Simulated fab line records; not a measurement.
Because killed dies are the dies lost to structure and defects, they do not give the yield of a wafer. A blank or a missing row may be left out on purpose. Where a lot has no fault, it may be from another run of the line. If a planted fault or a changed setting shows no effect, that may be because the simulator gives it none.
Struck lot and sound lot, side by side / flow berkeleyCmos170 / 36 steps out of a route of 331
Sound: wafers L163.2, L163.3, L163.4. Wafers struck: L170.3, L170.4, L170.5. The cause is given at the end.
Per side, at each step with rows, come the tool, then ch with its chambers, and then its first start. Under that, the readings that differ: sound wafers / struck wafers / difference of the means / sigmas: that difference in standard deviations of wafers without a fault.
alike: words and numbers the same on both sides, and readings whose means are apart by under 2 such deviations; not compared: readings that were withheld, readings missing a value for some wafer, numbers with overlapping values and no deviation given by the record, and bounds like >300 which may hide the same value.
Wherever a step has rows on one side only, a row that says differs or no value, or a row with sigmas, the two part there. Non-overlapping numbers with no deviation appear without sigmas and do not part them. Lack of a reading on every wafer of one side parts them only where that side has two or more wafers.

first, 1 step without rows for these wafers: UCB170_SPACER_CVD_00 (deposits SiO2 from TEOS/O2, target thk 376 nm, time 47 s).
UCB170_SPACER_THK_MEAS_01:
  sound on filmMetro-01, day 8 09:40; struck on filmMetro-01, day 9 10:10
  alike: SPACER_TEOS_THK
then, 1 step without rows for these wafers: UCB170_SPACER_ANNEAL_02 (time 1800 s).
UCB170_SPACER_ETCHBACK_03: etches SiO2 in CHF3/CF4/Ar, stops on Si, target depth 376 nm, time 100 s.
  sound on rieDiel-03 ch 0,1,3, day 8 13:32; struck on rieDiel-04 ch 2,3, day 9 16:54
  alike: chamberPressureMTorr, drypumpMotorCurrentA, oesProductAu, throttleValvePct
  not compared: rfHoursCounterH
then, 6 steps without rows for these wafers: UCB170_PSD_HMDS_00 (prime time 60 s); UCB170_PSD_COAT_01 (resist thk 900 nm); UCB170_PSD_SOFTBAKE_02 (time 60 s); UCB170_PSD_EXPOSE_03 (exposes mask PSELECT MOD, target cd 1200 nm); UCB170_PSD_PEB_04; UCB170_PSD_DEVELOP_05 (develop time 45 s).
UCB170_PSD_CD_MEAS_06: target cd 1200 nm.
  sound on cdSem-01, day 8 14:35; struck on cdSem-01, day 9 18:20
  alike: cdNm
UCB170_PSD_OVL_MEAS_07:
  sound on overlay-02, day 8 14:41; struck on overlay-02, day 9 18:26
  alike: PSD_OVL
UCB170_PSD_IMPLANT_08:
  sound on implanter-04 ch 0, day 8 14:44; struck on implanter-04 ch 0, day 9 18:36
reading=doseIonsCm2; sound=2.997e+15 3.002e+15 2.998e+15; struck=2.041e+15 2.035e+15 2.036e+15; difference=-9.617e+14; sigmas=-99 or more
reading=endStationPressureTorr (Torr); sound=1.33e-05 1.24e-05 1.24e-05; struck=1.06e-05 1.07e-05 1.1e-05; difference=-1.93e-06; sigmas=-3
reading=faradayCurrentUA; sound=9205 9228 9362; struck=6163 6264 6385; difference=-2994; sigmas=-17
UCB170_PSD_STRIP_09: strips in O2.
  sound on plasmaAsher-04 ch 0,1, day 8 14:52; struck on plasmaAsher-01 ch 0,1, day 9 18:44
reading=oesProductAu (a.u.); sound=0.601 0.599 0.596; struck=0.656 0.657 0.656; difference=+0.058; sigmas=+14
reading=stripTimeToEndpointS (s); sound=29.39 29.40 29.37; struck=25.52 25.56 25.48; difference=-3.87; sigmas=-49
  alike: chamberPressureMTorr, drypumpMotorCurrentA
  not compared: rfHoursCounterH
UCB170_PSD_TW_MEAS_10:
  sound on filmMetro-02, day 8 14:59; struck on filmMetro-04, day 9 19:03
reading=PSD_TW; sound=2351 2338 2327; struck=2080 2098 2100; difference=-246; sigmas=-18
  not compared: hold
then, 6 steps without rows for these wafers: UCB170_NSD_HMDS_00 (prime time 60 s); UCB170_NSD_COAT_01 (resist thk 900 nm); UCB170_NSD_SOFTBAKE_02 (time 60 s); UCB170_NSD_EXPOSE_03 (exposes mask NSELECT MOD, target cd 1200 nm); UCB170_NSD_PEB_04; UCB170_NSD_DEVELOP_05 (develop time 45 s).
UCB170_NSD_CD_MEAS_06: target cd 1200 nm.
  sound on cdSem-02, day 8 16:41; struck on cdSem-01, day 9 21:38
  alike: cdNm
UCB170_NSD_OVL_MEAS_07:
  sound on overlay-02, day 8 16:48; struck on overlay-01, day 9 21:44
  alike: NSD_OVL
then, 1 step without rows for these wafers: UCB170_NSD_IMPLANT_08.
UCB170_NSD_STRIP_09: strips in O2.
  sound on plasmaAsher-03 ch 0,1, day 8 16:59; struck on plasmaAsher-02 ch 0,1, day 9 21:56
  alike: chamberPressureMTorr, drypumpMotorCurrentA, oesProductAu, stripTimeToEndpointS
  not compared: rfHoursCounterH
UCB170_NSD_TW_MEAS_10:
  sound on filmMetro-02, day 8 17:05; struck on filmMetro-03, day 9 22:04
  alike: NSD_TW
then, 4 steps without rows for these wafers: UCB170_NSD_CLEAN_11 (cleans in SPM, time 600 s); UCB170_BACKSIDE_HMDS_00 (prime time 60 s); UCB170_BACKSIDE_COAT_01 (resist thk 900 nm); UCB170_BACKSIDE_SOFTBAKE_02 (time 60 s).
UCB170_BACKSIDE_STRIP_03: strips in O2.
  sound on plasmaAsher-01 ch 0,1, day 8 18:24; struck on plasmaAsher-03 ch 0,1, day 9 22:58
reading=drypumpMotorCurrentA (A); sound=5.0 5.7 5.0; struck=6.0 6.4 6.4; difference=+1.0; sigmas=+2
  alike: chamberPressureMTorr, oesProductAu, stripTimeToEndpointS
  not compared: rfHoursCounterH
then, 1 step without rows for these wafers: UCB170_BACKSIDE_CLEAN_04 (cleans in SPM, time 600 s).
UCB170_SDANNEAL_RTA_00: time 10 s.
  sound on rtpAnneal-01 ch 0, day 8 18:56; struck on rtpAnneal-02 ch 0, day 9 23:26
reading=wafer_temp_C_max; sound=903.0 901.9 901.6; struck=906.7 908.5 905.2; difference=+4.6; sigmas=+2
  alike: lampPowerPct
UCB170_SDANNEAL_RTA_01: time 5 s.
  sound on rtpAnneal-01 ch 0, day 8 19:00; struck on rtpAnneal-02 ch 0, day 9 23:29
reading=lampPowerPct (%); sound=39.4 39.4 39.4; struck=42.5 42.5 42.5; difference=+3.1; sigmas=+2
reading=wafer_temp_C_max; sound=1052.1 1052.7 1053.3; struck=1059.5 1056.5 1059.7; difference=+5.9; sigmas=+2
UCB170_SDANNEAL_RS_MEAS_02: measurement is done with a four-point probe.
  sound on filmMetro-03, day 8 19:04; struck on filmMetro-04, day 9 23:52
reading=PSD_RS (ohm/sq); sound=75.11 75.36 75.36; struck=98.49 98.01 98.50; difference=+23.06; sigmas=+80
  not compared: hold
then, 1 step without rows for these wafers: UCB170_M3_PROBE_99.

WHERE THEY PART
Last at UCB170_SDANNEAL_RS_MEAS_02 as far as this record goes, first at UCB170_PSD_IMPLANT_08.

WHY: whatever the simulator had introduced
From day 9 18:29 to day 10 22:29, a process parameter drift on implanter-04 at UCB170_PSD_IMPLANT_08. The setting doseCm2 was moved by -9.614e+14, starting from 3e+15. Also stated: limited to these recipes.
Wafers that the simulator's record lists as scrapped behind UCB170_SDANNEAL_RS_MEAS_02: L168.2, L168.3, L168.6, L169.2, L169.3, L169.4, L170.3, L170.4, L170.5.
